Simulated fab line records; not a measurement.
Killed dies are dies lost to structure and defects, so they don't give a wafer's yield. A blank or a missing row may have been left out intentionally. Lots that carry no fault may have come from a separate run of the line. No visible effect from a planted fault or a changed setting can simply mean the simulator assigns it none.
Chamber matching / flow rit_cmos / RIT_GATE_ETCH_19 on rie_si-02 has 4 sister chambers
The step etches poly-Si in SF6/CHF3/O2, stops on SiO2, time 165 s, target depth 312.5 nm. 8 wafers are shown with their chamber, then 7 later ones without.

== WAFERS WITH THEIR CHAMBER ==
wafer=L390.2; chamber=2; throttle_valve_pct (%)=10.37; drypump_motor_current_A (A)=5.6
wafer=L394.1; chamber=1; throttle_valve_pct (%)=10.03; drypump_motor_current_A (A)=5.5
wafer=L394.2; chamber=2; throttle_valve_pct (%)=10.36; drypump_motor_current_A (A)=5.6
wafer=L394.3; chamber=3; throttle_valve_pct (%)=10.23; drypump_motor_current_A (A)=5.3
wafer=L396.1; chamber=1; throttle_valve_pct (%)=10.03; drypump_motor_current_A (A)=5.6
wafer=L396.5; chamber=0; throttle_valve_pct (%)=10.37; drypump_motor_current_A (A)=5.8
wafer=L402.1; chamber=3; throttle_valve_pct (%)=10.24; drypump_motor_current_A (A)=5.3
wafer=L402.2; chamber=0; throttle_valve_pct (%)=10.39; drypump_motor_current_A (A)=5.8

== WAFERS WITH NO CHAMBER GIVEN ==
wafer=L402.3; throttle_valve_pct (%)=10.01; drypump_motor_current_A (A)=5.6
wafer=L404.1; throttle_valve_pct (%)=10.38; drypump_motor_current_A (A)=5.9
wafer=L404.3; throttle_valve_pct (%)=10.24; drypump_motor_current_A (A)=5.3
wafer=L404.5; throttle_valve_pct (%)=10.01; drypump_motor_current_A (A)=5.6
wafer=L406.1; throttle_valve_pct (%)=10.39; drypump_motor_current_A (A)=5.8
wafer=L406.3; throttle_valve_pct (%)=10.36; drypump_motor_current_A (A)=5.6
wafer=L406.5; throttle_valve_pct (%)=10.37; drypump_motor_current_A (A)=5.8

== THE CHAMBER EACH PASSED THROUGH ==
wafer=L402.3; from the rows above=1; in truth=1
wafer=L404.1; from the rows above=0; in truth=0
wafer=L404.3; from the rows above=3; in truth=3
wafer=L404.5; from the rows above=1; in truth=1
wafer=L406.1; from the rows above=0; in truth=0
wafer=L406.3; from the rows above=2; in truth=2
wafer=L406.5; from the rows above=0; in truth=0
Placed correctly: 7 of 7. Left unplaced by these rows: 0. Placed wrongly: 0.
How it was worked out, from the rows above alone: a wafer's distance from a chamber is the root of the sum, over the readings, of the square of ((its reading less the chamber's mean) divided by the reading's scatter). If the next closest chamber is less than 2 further off than the closest, the wafer can't be placed; otherwise it belongs to the closest. The mean given for a chamber averages the wafers shown for that chamber. The scatter: take each reading less its chamber's mean, square it, sum over the shown wafers, divide by the number of wafers less the number of chambers, and take the root.
